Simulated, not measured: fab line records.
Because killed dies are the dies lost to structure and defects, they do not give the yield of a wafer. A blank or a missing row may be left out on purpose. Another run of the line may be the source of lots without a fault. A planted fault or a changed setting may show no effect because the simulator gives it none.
Which tool was responsible? ; flow berkeley_cmos170 ; Sampling: 14 lots, 42 wafers, 5 of 331 route steps

WHAT EACH GAUGE READ, for each wafer
UCB170_CONTACT_OVL_MEAS_16. Usual: CONTACT_OVL gives 1 nm (standard deviation 4.9).
lot;measured;on;CONTACT_OVL (nm);flag
L228;day 7 10:44;overlay-01;-3 -2 5;
L231;day 7 16:08;overlay-02;-3 -5 4;
L232;day 8 06:53;overlay-02;-1 8 5;
L235;day 8 17:04;overlay-01;2 -6 -1;
L234;day 8 18:41;overlay-01;10 0 8;
L237;day 9 11:07;overlay-02;4 -1 -2;
L240;day 9 22:07;overlay-01;5 6 7;
L244;day 10 16:02;overlay-01;-2 0 -1;
L242;day 10 16:19;overlay-02;1 11 1;
L246;day 11 06:44;overlay-02;-12 -3 -6;
L247;day 11 07:01;overlay-01;1 8 1;
L248;day 11 19:01;overlay-02;3 0 -5;
L249;day 11 19:07;overlay-01;-6 -5 2;
L251;day 11 21:25;overlay-01;-4 -1 -4;

UCB170_CONTACT_CD_MEAS_90: the cd target is 700 nm. Usual: cd_nm 700.2 nm, standard deviation 1.3.
lot;measured;on;cd_nm (nm);flag
L228;day 7 11:07;cd_sem-01;701.9 700.5 702.1;
L231;day 7 16:27;cd_sem-01;700.7 699.3 699.8;
L232;day 8 07:13;cd_sem-01;700.9 700.7 699.6;
L235;day 8 17:24;cd_sem-01;698.7 698.7 700.1;
L234;day 8 19:02;cd_sem-01;701.3 702.1 702.7;
L237;day 9 11:26;cd_sem-01;698.4 700.5 699.1;
L240;day 9 22:27;cd_sem-01;700.6 698.2 700.3;
L244;day 10 16:20;cd_sem-01;702.0 701.4 701.5;
L242;day 10 16:37;cd_sem-02;700.5 699.6 699.0;
L246;day 11 07:05;cd_sem-01;699.8 701.3 699.6;
L247;day 11 07:19;cd_sem-02;702.4 702.0 700.7;
L248;day 11 19:20;cd_sem-01;698.6 699.3 702.9;
L249;day 11 19:25;cd_sem-02;700.3 699.1 701.3;
L251;day 11 21:43;cd_sem-02;700.8 700.4 701.4;

UCB170_V2_CD_MEAS_12: the cd target is 700 nm. Usual: cd_nm 699.9 nm, standard deviation 1.2.
lot;measured;on;cd_nm (nm);flag
L228;day 8 02:30;cd_sem-01;699.9 699.9 699.7;
L231;day 8 09:56;cd_sem-02;701.7 701.2 700.5;
L232;day 9 02:05;cd_sem-01;699.9 700.2 701.2;
L235;day 9 09:01;cd_sem-02;697.9 699.1 699.4;
L234;day 9 09:05;cd_sem-01;697.7 699.0 698.7;
L237;day 10 04:21;cd_sem-01;699.1 698.9 697.7;
L240;day 10 14:35;cd_sem-02;700.0 700.0 700.8;
L244;day 11 08:54;cd_sem-02;699.4 699.2 698.5;
L242;day 11 08:22;cd_sem-02;700.1 699.2 697.1;
L246;day 11 22:08;cd_sem-02;699.8 700.7 701.9;
L247;day 11 22:22;cd_sem-01;699.2 700.2 700.2;
L248;day 12 11:08;cd_sem-02;699.7 699.9 699.4;
L249;day 12 11:56;cd_sem-01;699.5 698.4 698.0;
L251;day 12 12:14;cd_sem-02;701.4 700.3 699.8;

TOOL THAT RAN EACH LOT (tool first, then ch and the chambers of the sampled wafers, then the start)
lot;UCB170_V1_ETCH_14;UCB170_V1_STRIP_15
L228;rie_diel-03 ch 0,2, day 7 19:11;plasma_asher-02 ch 0,1, day 7 19:22
L231;rie_diel-04 ch 0,1,2, day 8 02:11;plasma_asher-01 ch 0,1, day 8 02:22
L232;rie_diel-04 ch 0,1, day 8 20:31;plasma_asher-01 ch 0,1, day 8 20:43
L235;rie_diel-04 ch 1,3, day 9 03:46;plasma_asher-01 ch 0,1, day 9 04:01
L234;rie_diel-01 ch 0,1,2, day 9 03:43;plasma_asher-01 ch 0,1, day 9 03:53
L237;rie_diel-04 ch 0,2, day 9 22:54;plasma_asher-01 ch 0,1, day 9 23:07
L240;rie_diel-01 ch 1,2, day 10 08:50;plasma_asher-03 ch 0,1, day 10 09:04
L244;rie_diel-03 ch 2,3, day 11 01:58;plasma_asher-02 ch 0,1, day 11 02:08
L242;rie_diel-01 ch 0,3, day 11 01:51;plasma_asher-01 ch 0,1, day 11 02:01
L246;rie_diel-03 ch 0,2,3, day 11 16:32;plasma_asher-03 ch 0,1, day 11 16:45
L247;rie_diel-01 ch 1,2,3, day 11 16:43;plasma_asher-03 ch 0,1, day 11 16:53
L248;rie_diel-04 ch 2,3, day 12 06:00;plasma_asher-02 ch 1, day 12 06:11
L249;rie_diel-01 ch 0,1,3, day 12 06:15;plasma_asher-01 ch 0,1, day 12 06:25
L251;rie_diel-03 ch 0,1, day 12 06:29;plasma_asher-02 ch 0,1, day 12 06:40
- UCB170_V1_ETCH_14: etches SiO2 in CHF3/CF4/Ar, stops on Al, target depth 1250 nm, time 291 s.
- UCB170_V1_STRIP_15: strips in O2.

AS READ BY THE TOOLS THEMSELVES (means over the sampled wafers that have a number; for cases with no such wafer, the mark the record gives instead)
UCB170_V1_ETCH_14. Usual: cf4_flow_sccm 14.99 sccm, standard deviation 0.044; drypump_motor_current_A 5.5 A, standard deviation 0.44; oes_product_au 0.870 a.u., standard deviation 0.015; throttle_valve_pct 6.97 %, standard deviation 0.12.
lot;tool;cf4_flow_sccm (sccm);drypump_motor_current_A (A);oes_product_au (a.u.);throttle_valve_pct (%);flag
L228;rie_diel-03;14.98;5.4;0.878;7.02;
L231;rie_diel-04;14.97;5.7;0.862;7.05;
L232;rie_diel-04;14.99;5.3;0.852;7.04;
L235;rie_diel-04;14.98;5.2;0.886;6.99;
L234;rie_diel-01;15.02;5.6;0.882;6.84;
L237;rie_diel-04;14.98;6.1;0.906;7.08;
L240;rie_diel-01;15.01;5.5;0.875;6.94;
L244;rie_diel-03;14.99;5.2;0.883;7.05;
L242;rie_diel-01;15.02;5.7;0.870;6.80;
L246;rie_diel-03;15.04;5.3;0.885;7.00;
L247;rie_diel-01;15.00;5.5;0.869;6.90;
L248;rie_diel-04;15.00;5.7;0.881;7.02;
L249;rie_diel-01;14.96;5.5;0.868;6.79;
L251;rie_diel-03;15.02;5.9;0.877;6.95;

UCB170_V1_STRIP_15. Usual: drypump_motor_current_A 5.8 A, standard deviation 0.38; oes_product_au 0.722 a.u., standard deviation 0.0044; strip_time_to_endpoint_s 15.32 s, standard deviation 0.089.
lot;tool;drypump_motor_current_A (A);oes_product_au (a.u.);strip_time_to_endpoint_s (s);flag
L228;plasma_asher-02;5.8;0.723;15.33;
L231;plasma_asher-01;5.9;0.725;15.40;
L232;plasma_asher-01;5.5;0.725;15.34;
L235;plasma_asher-01;5.8;0.724;15.74;OFF
L234;plasma_asher-01;5.5;0.718;15.38;
L237;plasma_asher-01;5.8;0.721;15.82;OFF
L240;plasma_asher-03;5.8;0.723;15.22;
L244;plasma_asher-02;5.8;0.724;15.37;
L242;plasma_asher-01;5.5;0.725;15.21;
L246;plasma_asher-03;5.8;0.722;15.30;
L247;plasma_asher-03;5.9;0.717;15.27;
L248;plasma_asher-02;5.9;0.715;15.33;
L249;plasma_asher-01;5.9;0.725;15.34;
L251;plasma_asher-02;5.8;0.724;15.36;

THE ANSWER, worked out from the rows above alone
Rule: lot off if the mean of its wafers having a number is beyond 3 standard deviations from the usual mean. A lot without any number at a reading at which 4 lots or more have one is off too. The other lots that the step has rows for count as sound. After the gauges, taken in route order, come the tools' own readings; for these a lot's mean is taken, as printed above. At the first step where some lot is off, the reading lying furthest off is the one used; lots without a number count as furthest.
Off: L235, L237, at UCB170_V1_STRIP_15 (strip_time_to_endpoint_s).
If a tool, at that step or one of the process steps before it, ran each lot that is off and ran no sound lot following the first of them, it fits. None of those tried fits.

WHAT THE SIMULATOR HAD PUT IN
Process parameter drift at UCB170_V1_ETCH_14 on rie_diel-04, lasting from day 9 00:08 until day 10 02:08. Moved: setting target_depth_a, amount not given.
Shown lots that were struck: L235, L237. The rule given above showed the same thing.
